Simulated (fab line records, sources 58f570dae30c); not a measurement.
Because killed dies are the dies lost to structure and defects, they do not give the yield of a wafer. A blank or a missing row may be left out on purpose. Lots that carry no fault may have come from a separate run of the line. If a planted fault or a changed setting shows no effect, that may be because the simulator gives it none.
Comparing a struck lot with a sound one / flow berkeley-cmos170 / 15 out of 331 route steps
Sound: wafers L271.4, L271.5, L271.6. Wafers struck: L270.1, L270.2, L270.3. Last of all comes the cause.
For every step that has rows: the tool of each side, followed by ch and its chambers, followed by its first start. Under that, the readings that differ: sound wafers / struck wafers / difference of the means / sigmas: that difference in standard deviations of wafers without a fault.
alike: same words and numbers on both sides, and readings whose means sit less than 2 such deviations apart. not compared: any withheld reading, any reading some wafer has no value for, any bound like >300 that may hide the same value, and any number with overlapping values for which the record gives no deviation.
The two part at a step that has a row with sigmas, a row that says differs or no value, or rows on one side only. Non-overlapping numbers with no deviation appear without sigmas and do not part them. Lack of a reading on every wafer of one side parts them only where that side has two or more wafers.

UCB170_V2_CMP_02: polishes SiO2.
  sound on cmp-02 ch 0,1, day 8 21:22; struck on cmp-02 ch 0,2,3, day 9 00:44
  alike: motor-current-A, platen-rpm, slurry-flow-ml-min
UCB170_V2_BOW_MEAS_03:
  sound: film-metro-04 at day 8 21:43; struck: film-metro-04 at day 9 00:59
  alike: V2_BOW
UCB170_V2_THK_MEAS_04:
  sound: film-metro-04 at day 8 21:49; struck: film-metro-04 at day 9 01:06
  alike: V2_POLISHED_THK
then, 7 steps without rows for these wafers: UCB170_V2_CLEAN_05 (cleans in DIW); UCB170_V2_HMDS_06 (prime time 60 s); UCB170_V2_COAT_07 (resist thk 900 nm); UCB170_V2_SOFTBAKE_08 (time 60 s); UCB170_V2_EXPOSE_09 (exposes mask VIA2, target cd 700 nm); UCB170_V2_PEB_10; UCB170_V2_DEVELOP_11 (develop time 45 s).
UCB170_V2_CD_MEAS_12: the cd target is 700 nm.
  sound: cd-sem-01 at day 8 23:02; struck: cd-sem-01 at day 9 02:18
reading=cd-nm (nm); sound=699.9 701.0 700.9; struck=703.7 703.9 703.9; difference=+3.2; sigmas=+2
UCB170_V2_OVL_MEAS_13:
  sound: overlay-02 at day 8 23:07; struck: overlay-01 at day 9 02:25
  alike: V2_OVL
UCB170_V2_ETCH_14: etches SiO2 in CHF3/CF4/Ar, stops on Al, target depth 1250 nm, time 291 s.
  sound on rie-diel-01 ch 1,2, day 8 23:08; struck on rie-diel-01 ch 0,2,3, day 9 02:28
reading=oes-product-au (a.u.); sound=0.878 0.882 0.890; struck=1.009 0.991 0.999; difference=+0.116; sigmas=+13
reading=run-length-s (s); sound=319.4 319.3 320.2; struck=266.9 265.2 266.0; difference=-53.6; sigmas=-99 or more
reading=model.KrF_of_V2_COAT_07.thk-nm (nm); sound=612 614.9 609; struck=661.5 661.6 662; difference=+49.7; sigmas=
  alike: chamber-pressure-mTorr, drypump-motor-current-A, throttle-valve-pct
  not compared: rf-hours-counter-h
UCB170_V2_STRIP_15: strips in O2.
  sound on plasma-asher-02 ch 0,1, day 8 23:21; struck on plasma-asher-02 ch 0,1, day 9 02:38
reading=strip-time-to-endpoint-s (s); sound=15.36 15.41 15.28; struck=16.47 16.49 16.48; difference=+1.13; sigmas=+9
  alike: chamber-pressure-mTorr, drypump-motor-current-A, oes-product-au
  not compared: rf-hours-counter-h
UCB170_V2_CD_MEAS_90: the cd target is 700 nm.
  sound: cd-sem-01 at day 8 23:28; struck: cd-sem-01 at day 9 02:47
  alike: cd-nm

WHERE THEY PART
At UCB170_V2_CD_MEAS_12 first; at UCB170_V2_STRIP_15 last (within this record only). Later steps at which nothing parts them and some readings are alike: UCB170_V2_CD_MEAS_90.

WHY: the cause the simulator had injected
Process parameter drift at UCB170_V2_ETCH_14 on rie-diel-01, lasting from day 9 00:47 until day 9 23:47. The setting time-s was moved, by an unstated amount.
